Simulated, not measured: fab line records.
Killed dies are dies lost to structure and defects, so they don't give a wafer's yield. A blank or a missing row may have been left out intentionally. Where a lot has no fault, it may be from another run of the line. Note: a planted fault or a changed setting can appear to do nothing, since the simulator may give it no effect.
What tool caused it? | flow rit_cmos | 14 lots with 42 wafers sampled at 2 steps, on a route of 202 steps

## WHAT EACH GAUGE READ, for each wafer
Not one reading of a measure or inspect step in the record can be checked against a usual standard deviation.

## WHAT TOOL EACH LOT RAN ON (gives the tool, then ch and the chambers of the sampled wafers, and finally the start)
lot  | RIT_PWELL_HARDBAKE_07            | RIT_M1_PROBE_99
L904 | litho_track-04 ch 0, day 1 22:29 | prober-01, day 3 10:55
L905 | litho_track-02 ch 0, day 2 02:54 | prober-02, day 3 15:37
L906 | litho_track-01 ch 0, day 2 08:15 | prober-01, day 3 23:28
L908 | litho_track-02 ch 0, day 2 18:51 | prober-01, day 4 05:40
L909 | litho_track-01 ch 0, day 3 00:43 | prober-02, day 4 10:55
L910 | litho_track-01 ch 0, day 3 05:32 | prober-01, day 4 18:23
L911 | litho_track-02 ch 0, day 3 12:54 | prober-02, day 5 01:35
L912 | litho_track-02 ch 0, day 3 16:07 | prober-01, day 5 02:46
L913 | litho_track-02 ch 0, day 3 19:07 | prober-02, day 5 05:49
L914 | litho_track-02 ch 0, day 4 00:49 | prober-01, day 5 13:59
L916 | litho_track-01 ch 0, day 4 10:08 | prober-01, day 5 20:44
L919 | litho_track-01 ch 0, day 5 03:12 | prober-02, day 6 13:55
L924 | litho_track-01 ch 0, day 6 02:46 | prober-01, day 7 16:04
L925 | litho_track-01 ch 0, day 6 07:50 | prober-02, day 7 18:47
- RIT_PWELL_HARDBAKE_07: time 120 s.
- RIT_M1_PROBE_99

## AS READ BY THE TOOLS THEMSELVES (means over the sampled wafers that have a number; for cases with no such wafer, the mark the record gives instead)
RIT_PWELL_HARDBAKE_07.
lot  | tool           | heater_power_total_W (W) | plate_temp_C (C)
L904 | litho_track-04 | 52.06                    | 140.10
L905 | litho_track-02 | 52.03                    | 140.04
L906 | litho_track-01 | 52.06                    | 140.13
L908 | litho_track-02 | 51.98                    | 139.85
L909 | litho_track-01 | 51.98                    | 139.83
L910 | litho_track-01 | 52.04                    | 139.91
L911 | litho_track-02 | 51.96                    | 139.78
L912 | litho_track-02 | 51.99                    | 140.19
L913 | litho_track-02 | 53.23                    | 142.60
L914 | litho_track-02 | 53.22                    | 142.54
L916 | litho_track-01 | 52.02                    | 140.01
L919 | litho_track-01 | 52.02                    | 140.11
L924 | litho_track-01 | 52.01                    | 140.05
L925 | litho_track-01 | 51.98                    | 139.72

RIT_M1_PROBE_99.
lot  | tool      | killed_at_contacts | killed_at_front_end | killed_dies | killed_open | killed_short
L904 | prober-01 | 0.0                | 9.0                 | 9           | 4.0         | 5.0
L905 | prober-02 | 0.0                | 6.0                 | 6           | 1.7         | 4.0
L906 | prober-01 | 0.0                | 7.0                 | 7           | 2.0         | 5.0
L908 | prober-01 | 0.3                | 8.3                 | 9           | 5.0         | 3.7
L909 | prober-02 | 0.0                | 5.0                 | 5           | 2.3         | 2.7
L910 | prober-01 | 0.0                | 8.3                 | 8           | 5.0         | 3.3
L911 | prober-02 | 0.0                | 8.0                 | 8           | 3.3         | 4.7
L912 | prober-01 | 0.0                | 2.3                 | 2           | 1.3         | 1.0
L913 | prober-02 | 0.0                | 5.3                 | 5           | 2.3         | 3.0
L914 | prober-01 | 0.0                | 7.3                 | 7           | 2.7         | 4.7
L916 | prober-01 | 0.0                | 5.0                 | 5           | 2.3         | 2.7
L919 | prober-02 | 0.0                | 5.3                 | 5           | 3.0         | 1.3
L924 | prober-01 | 0.0                | 9.3                 | 9           | 5.3         | 4.0
L925 | prober-02 | 0.0                | 6.0                 | 6           | 2.3         | 3.7

## THE ANSWER, worked out from the rows above alone
Rule: what is usual is taken from the lots themselves. Put in order of their means at a reading, lots are off if they are a third of the lots or fewer, leave a main group of 4 or more, and stand apart from it by a gap of 3 or more times the standard deviation of the main group's means; of several such gaps the widest counts. A main group is skipped when, at the precision printed for the reading in the tables above, its means are all equal. A lot without any number at a reading at which 4 lots or more have one is off too. Any other lot the step has rows for is counted as sound. Order of review: gauges by route order, followed by the tools' own readings, for which a lot's mean as printed above is used. The first step at which some lot is off is used, and at that step the reading that is off furthest; a lot without a number counts as furthest.
Off: L913, L914 (RIT_PWELL_HARDBAKE_07, heater_power_total_W). The main group: mean 52.01 W, standard deviation 0.032.
A tool fits if, at that step or a process step before it, it ran every lot that is off, and no sound lot after the first of them. One fits: RIT_PWELL_HARDBAKE_07 on litho_track-02. A fault onset in the window from L912 (day 3 16:07, its last sound lot) to L913 (day 3 19:07, its first lot off) fits.
The tool's own readings at RIT_PWELL_HARDBAKE_07 bear it out: on the lots that are off they differ by more than 5 times the standard deviation of the sound lots' means. heater_power_total_W reads 53.22 W there against 52.01 W on the sound lots; plate_temp_C reads 142.57 C there against 139.98 C on the sound lots.

## WHAT HAD BEEN PUT IN BY THE SIMULATOR
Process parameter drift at RIT_PWELL_HARDBAKE_07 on litho_track-02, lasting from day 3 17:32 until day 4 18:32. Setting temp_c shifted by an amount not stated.
Struck lots among those shown: L913, L914. The rule given above showed the same thing.
